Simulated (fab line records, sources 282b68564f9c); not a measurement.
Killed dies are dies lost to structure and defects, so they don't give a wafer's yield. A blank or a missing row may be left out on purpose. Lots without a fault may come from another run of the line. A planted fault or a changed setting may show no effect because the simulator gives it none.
A struck lot beside a sound one | flow rit_cmos | 30 steps out of a route of 202
Sound: wafers L832.2, L832.5, L832.6. Struck: wafers L846.2, L846.3, L846.6. The cause comes at the end.
At each step with rows: each side's tool, then ch and its chambers, then its first start. Under that, the readings that differ: sound wafers | struck wafers | difference of the means | sigmas: that difference in standard deviations of wafers without a fault.
alike: readings whose means differ by less than 2 such deviations, and words and numbers that are the same on both sides. not compared: withheld readings, readings that some wafer has no value for, bounds like >300 that may hide the same value, and numbers for which the record gives no deviation and whose values overlap.
The two part at a step that has a row with sigmas, a row that says differs or no value, or rows on one side only. Numbers that don't overlap but have no deviation are shown without sigmas and don't part them. A reading that every wafer of one side lacks parts them only if that side has two wafers or more.

RIT_FOX2_THK_MEAS_01:
  sound on film_metro-01, day 2 14:29; struck on film_metro-04, day 5 12:44
  alike: FOX2_OXIDE_THK
then, 2 steps without rows for these wafers: RIT_FOX2_CLEAN_02 (cleans in dHF, time 180 s); RIT_FOX2_WET_ETCH_03 (etches Si3N4 in H3PO4, target depth 195 nm, time 2700 s).
RIT_FOX2_THK_MEAS_90:
  sound on film_metro-04, day 2 15:26; struck on film_metro-03, day 5 13:37
  alike: FIELD_OXIDE_LEFT_1_THK
then, 6 steps without rows for these wafers: RIT_NWELL_HMDS_00 (prime time 60 s); RIT_NWELL_COAT_01 (resist thk 1300 nm); RIT_NWELL_SOFTBAKE_02 (time 60 s); RIT_NWELL_EXPOSE_03 (exposes mask M2, target cd 43900 nm); RIT_NWELL_PEB_04; RIT_NWELL_DEVELOP_05 (develop time 68 s).
RIT_NWELL_OVL_MEAS_06:
  sound on overlay-01, day 2 16:29; struck on overlay-02, day 5 14:35
  alike: NWELL_OVL
then, 1 step without rows for these wafers: RIT_NWELL_HARDBAKE_07 (time 120 s).
RIT_NWELL_IMPLANT_08:
  sound on implanter-02 ch 0, day 2 16:48; struck on implanter-01 ch 0, day 5 15:13
  alike: end_station_pressure_torr, tilt_deg
RIT_NWELL_STRIP_09: strips in O2, time 180 s.
  sound on plasma_asher-03 ch 0,1, day 2 16:55; struck on plasma_asher-02 ch 0, day 5 15:20
  alike: drypump_motor_current_A
  not compared: rf_hours_counter_h
RIT_NWELL_TW_MEAS_10:
  sound on film_metro-02, day 2 17:07; struck on film_metro-02, day 5 15:31
  reading  | sound          | struck         | difference | sigmas
  NWELL_TW | 2159 2161 2172 | 2703 2691 2689 | +530       | +53
then, 6 steps without rows for these wafers: RIT_PWELL_HMDS_00 (prime time 60 s); RIT_PWELL_COAT_01 (resist thk 1300 nm); RIT_PWELL_SOFTBAKE_02 (time 60 s); RIT_PWELL_EXPOSE_03 (exposes mask M3, target cd 43700 nm); RIT_PWELL_PEB_04; RIT_PWELL_DEVELOP_05 (develop time 68 s).
RIT_PWELL_OVL_MEAS_06:
  sound on overlay-01, day 2 18:02; struck on overlay-02, day 5 16:28
  alike: PWELL_OVL
then, 2 steps without rows for these wafers: RIT_PWELL_HARDBAKE_07 (time 120 s); RIT_PWELL_IMPLANT_08.
RIT_PWELL_STRIP_09: strips in O2, time 180 s.
  sound on plasma_asher-02 ch 0,1, day 2 18:28; struck on plasma_asher-03 ch 0, day 5 16:53
  alike: drypump_motor_current_A
  not compared: rf_hours_counter_h
RIT_PWELL_TW_MEAS_10:
  sound on film_metro-04, day 2 18:40; struck on film_metro-04, day 5 17:05
  alike: PWELL_TW
then, 1 step without rows for these wafers: RIT_WELLDRIVE_ANNEAL_00 (time 14700 s).
RIT_WELLDRIVE_RS_MEAS_01: measures by four-point-probe.
  sound on film_metro-04, day 2 23:49; struck on film_metro-03, day 5 22:14
  reading           | sound             | struck            | difference | sigmas
  NWELL_RS (ohm/sq) | 275.8 276.9 275.8 | 182.3 182.6 182.2 | -93.8      | -99 or more
RIT_WELLDRIVE_RS_MEAS_02: measures by four-point-probe.
  sound on film_metro-04, day 2 23:56; struck on film_metro-03, day 5 22:21
  alike: PWELL_RS
RIT_M1_PROBE_99:
  sound on prober-01, day 4 06:14; struck on prober-01, day 7 05:26
  alike: killed_at_contacts, killed_at_front_end, killed_dies, killed_open, killed_short

WHERE THEY PART
First at RIT_NWELL_TW_MEAS_10; last, within this record, at RIT_WELLDRIVE_RS_MEAS_01. Later steps at which nothing parts them and some readings are alike: RIT_WELLDRIVE_RS_MEAS_02, RIT_M1_PROBE_99.

WHY: what the simulator had put in
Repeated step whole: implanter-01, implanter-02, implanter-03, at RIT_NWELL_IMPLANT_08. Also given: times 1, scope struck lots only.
